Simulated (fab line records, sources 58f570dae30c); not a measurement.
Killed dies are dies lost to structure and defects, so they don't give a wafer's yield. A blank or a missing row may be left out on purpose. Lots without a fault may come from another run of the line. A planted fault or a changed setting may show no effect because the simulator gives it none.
One fault seen from 2 desks | flow berkeley_cmos170 | each desk has only its own numbers; what lay behind them comes last

THE TOOL OWNER'S DESK: implanter-01
The tool's own readings at UCB170_NSD_IMPLANT_08: means of the sampled wafers that have a number, for each lot that ran on this tool. A lot is out of limits, marked OUT, if its mean lies more than 4 standard deviations from the usual mean; the brackets give that distance.
Columns: A = beam_on_s at UCB170_NSD_IMPLANT_08, usual 10.00 s; B = dose_ions_cm2 at UCB170_NSD_IMPLANT_08, usual 3e+15; C = end_station_pressure_torr at UCB170_NSD_IMPLANT_08, usual 1.26e-05 Torr; D = faraday_current_uA at UCB170_NSD_IMPLANT_08, usual 9261
lot  | first seen here | A     | B                       | C                   | D
L980 | day 8 05:39     | 10.09 | 3e+15                   | 1.29e-05            | 9185
L981 | day 8 06:17     | 10.12 | 3e+15                   | 1.30e-05            | 9160
L982 | day 9 06:28     | 10.04 | 3e+15                   | 1.17e-05            | 9210
L986 | day 9 22:05     | 10.22 | 3e+15                   | 1.28e-05            | 9080
L987 | day 10 15:46    | 9.97  | 3e+15                   | 1.27e-05            | 9272
L999 | day 12 09:04    | 10.72 | 4e+15 (+99 or more) OUT | 1.55e-05 (+4.5) OUT | 12646 (+17) OUT
L997 | day 12 09:52    | 10.64 | 4e+15 (+99 or more) OUT | 1.52e-05 (+4.1) OUT | 12731 (+17) OUT
This desk's finding: out of limits on L997, L999; first on L999, day 12 09:04 (dose_ions_cm2 at UCB170_NSD_IMPLANT_08). In limits: L980, L981, L982, L986, L987.

THE METROLOGY DESK
What the gauges read, lot by lot, whatever tool the lot ran on: means of the sampled wafers that have a number. A lot is out of limits, marked OUT, if its mean lies more than 4 standard deviations from the usual mean; the brackets give that distance.
Columns: A = NSD_TW at UCB170_NSD_TW_MEAS_10, usual 4192; B = NSD_RS at UCB170_SDANNEAL_RS_MEAS_03, usual 37.26 ohm/sq
lot  | first seen here | A               | B
L980 | day 8 05:52     | 4220            | 37.18
L978 | day 8 06:08     | 4149            | 37.34
L979 | day 8 06:24     | 4155            | 37.13
L981 | day 8 06:31     | 4158            | 37.21
L985 | day 9 05:58     | 4229            | 37.28
L983 | day 9 06:10     | 4226            | 37.20
L984 | day 9 06:26     | 4160            | 37.24
L982 | day 9 06:42     | 4222            | 37.21
L988 | day 9 22:15     | 4183            | 37.41
L986 | day 9 22:20     | 4220            | 37.36
L987 | day 10 15:59    | 4196            | 37.31
L989 | day 10 16:23    | 4232            | 37.39
L999 | day 12 09:19    | 4392 (+4.7) OUT | 32.16 (-52) OUT
L997 | day 12 10:07    | 4300            | 32.21 (-51) OUT
This desk's finding: out of limits on L997, L999; first on L999, day 12 09:19 (NSD_TW at UCB170_NSD_TW_MEAS_10). In limits: L980, L978, L979, L981, L985, L983, L984, L982, L988, L986, L987, L989.

PUT TOGETHER
The tool owner's desk could have raised an alarm at day 12 09:04, on L997, L999.
The metrology desk could have raised an alarm at day 12 09:19, on L997, L999.
Of the lots named, all ran UCB170_NSD_IMPLANT_08 on implanter-01.

WHAT THE SIMULATOR HAD PUT IN
Process parameter drift: implanter-01, from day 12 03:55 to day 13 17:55, at UCB170_NSD_IMPLANT_08. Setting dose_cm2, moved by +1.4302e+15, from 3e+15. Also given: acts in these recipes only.
Lots struck among those shown: L997, L999.
Hours from the fault's start to each desk's first reading out of limits: the tool owner's desk, 5; the metrology desk, 5.
